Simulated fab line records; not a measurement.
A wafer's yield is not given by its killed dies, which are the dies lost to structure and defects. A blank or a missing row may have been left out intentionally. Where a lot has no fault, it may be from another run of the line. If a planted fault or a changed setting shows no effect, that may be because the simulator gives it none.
A struck lot beside a sound one || flow rit_cmos || 32 steps out of a route of 202
Sound: these wafers, L892.4, L892.5, L892.6. The struck wafers were L903.2, L903.3, L903.5. The cause is named last.
Per side, at each step with rows, come the tool, then ch with its chambers, and then its first start. Under that, the readings that differ: sound wafers || struck wafers || difference of the means || sigmas: that difference in standard deviations of wafers without a fault.
alike: readings whose means differ by less than 2 such deviations, and words and numbers that are the same on both sides. not compared: withheld readings, readings that some wafer has no value for, bounds like >300 that may hide the same value, and numbers for which the record gives no deviation and whose values overlap.
A row with sigmas, a row that says differs or no value, or rows on one side alone: a step with any of these is where the two part. Numbers that have no deviation but don't overlap get no sigmas and don't part them. Lack of a reading on every wafer of one side parts them only where that side has two or more wafers.

first, 5 steps without rows for these wafers: RIT_CONTACT_COAT_03 (resist thk 1000 nm); RIT_CONTACT_SOFTBAKE_04 (time 60 s); RIT_CONTACT_EXPOSE_05 (exposes mask M11, target cd 1000 nm); RIT_CONTACT_PEB_06; RIT_CONTACT_DEVELOP_07 (develop time 120 s).
RIT_CONTACT_CD_MEAS_08: target cd 1000 nm.
  sound: cd_sem-01 at day 3 13:46; struck: cd_sem-02 at day 5 15:29
  alike: cd_nm
RIT_CONTACT_OVL_MEAS_09:
  sound: overlay-01 at day 3 13:50; struck: overlay-01 at day 5 15:35
  alike: CONTACT_OVL
then, 1 step without rows for these wafers: RIT_CONTACT_HARDBAKE_10 (time 60 s).
RIT_CONTACT_ETCH_11: etches SiO2 in CHF3/CF4/Ar, stops on TiSi2, target depth 480 nm, time 320 s.
  sound on rie_diel-01 ch 0,1,3, day 3 14:01; struck on rie_diel-04 ch 0,2,3, day 5 15:46
  alike: CHF3_flow_sccm, cf4_flow_sccm, drypump_motor_current_A, oes_product_au, throttle_valve_pct
  not compared: rf_hours_counter_h
RIT_CONTACT_STRIP_12: strips in O2, time 180 s.
  sound on plasma_asher-02 ch 0,1, day 3 14:16; struck on plasma_asher-02 ch 1, day 5 15:58
  alike: drypump_motor_current_A, rf_refl_power_W
  not compared: rf_hours_counter_h
RIT_CONTACT_CD_MEAS_90: target cd 1000 nm.
  sound: cd_sem-02 at day 3 14:26; struck: cd_sem-02 at day 5 16:09
  alike: cd_nm
then, 1 step without rows for these wafers: RIT_CONTACT_CLEAN_13 (cleans in SC1, time 600 s).
RIT_CONTACT_CLEAN_14: cleans in SC2, time 600 s.
  sound on wet_bench-03 ch 0, day 3 14:40; struck on wet_bench-03 ch 0, day 5 16:27
RIT_M1_SPUTTER_00: material Al, target thk 400 nm, time 500 s.
  sound: pvd_sputter-03 at day 3 14:51; struck: pvd_sputter-04 at day 5 16:38
  alike: throttle_valve_pct
RIT_M1_RS_MEAS_01: measures by four-point-probe.
  sound: film_metro-01 at day 3 15:12; struck: film_metro-02 at day 5 16:57
  alike: M1_AL_RS
RIT_M1_THK_MEAS_02: measures by xrf.
  sound: film_metro-01 at day 3 15:17; struck: film_metro-02 at day 5 17:04
  alike: M1_AL_THK
then, 6 steps without rows for these wafers: RIT_M1_HMDS_03 (prime time 60 s); RIT_M1_COAT_04 (resist thk 1300 nm); RIT_M1_SOFTBAKE_05 (time 60 s); RIT_M1_EXPOSE_06 (exposes mask M12, target cd 2600 nm); RIT_M1_PEB_07; RIT_M1_DEVELOP_08 (develop time 68 s).
RIT_M1_CD_MEAS_09: target cd 2600 nm.
  sound: cd_sem-02 at day 3 16:22; struck: cd_sem-02 at day 5 18:08
  alike: cd_nm
RIT_M1_OVL_MEAS_10:
  sound: overlay-01 at day 3 16:27; struck: overlay-02 at day 5 18:14
  alike: M1_OVL
then, 1 step without rows for these wafers: RIT_M1_HARDBAKE_11 (time 120 s).
RIT_M1_METAL_ETCH_12: etches Al in Cl2/BCl3, stops on SiO2, time 165 s, target depth 600 nm.
  sound on rie_metal-01 ch 0,1, day 3 16:46; struck on rie_metal-03 ch 0,1, day 5 18:31
{"reading": "oes_product_au (a.u.)", "sound": "0.792 0.801 0.797", "struck": "0.757 0.761 0.767", "difference": -0.035, "sigmas": -2}
  alike: drypump_motor_current_A, throttle_valve_pct
  not compared: rf_hours_counter_h
then, 1 step without rows for these wafers: RIT_M1_STRIP_13 (strips in nmp, time 600 s).
RIT_M1_STRIP_14: strips in O2, time 180 s.
  sound on plasma_asher-01 ch 0,1, day 3 17:07; struck on plasma_asher-02 ch 0,1, day 5 18:53
{"reading": "drypump_motor_current_A (A)", "sound": "5.5 5.5 5.4", "struck": "6.3 6.4 6.4", "difference": "+0.9", "sigmas": "+2"}
  alike: rf_refl_power_W
  not compared: rf_hours_counter_h
RIT_M1_CD_MEAS_90: target cd 2600 nm.
  sound: cd_sem-01 at day 3 17:17; struck: cd_sem-02 at day 5 19:04
  alike: cd_nm
then, 1 step without rows for these wafers: RIT_M1_ANNEAL_15 (time 1800 s).
RIT_M1_BOW_MEAS_16:
  sound: film_metro-02 at day 3 20:37; struck: film_metro-03 at day 5 21:25
  alike: M1_BOW
RIT_M1_PROBE_99:
  sound: prober-01 at day 3 20:49; struck: prober-02 at day 5 21:34
{"reading": "killed_at_contacts", "sound": "0 1 0", "struck": "36 34 36", "difference": "+35", "sigmas": "+99 or more"}
{"reading": "killed_dies", "sound": "9 5 14", "struck": "37 40 40", "difference": "+30", "sigmas": "+9"}
  alike: killed_at_front_end, killed_on_rim, killed_open, killed_short

## WHERE THEY PART
First at RIT_M1_METAL_ETCH_12; last, within this record, at RIT_M1_PROBE_99.

WHY: the cause the simulator had injected
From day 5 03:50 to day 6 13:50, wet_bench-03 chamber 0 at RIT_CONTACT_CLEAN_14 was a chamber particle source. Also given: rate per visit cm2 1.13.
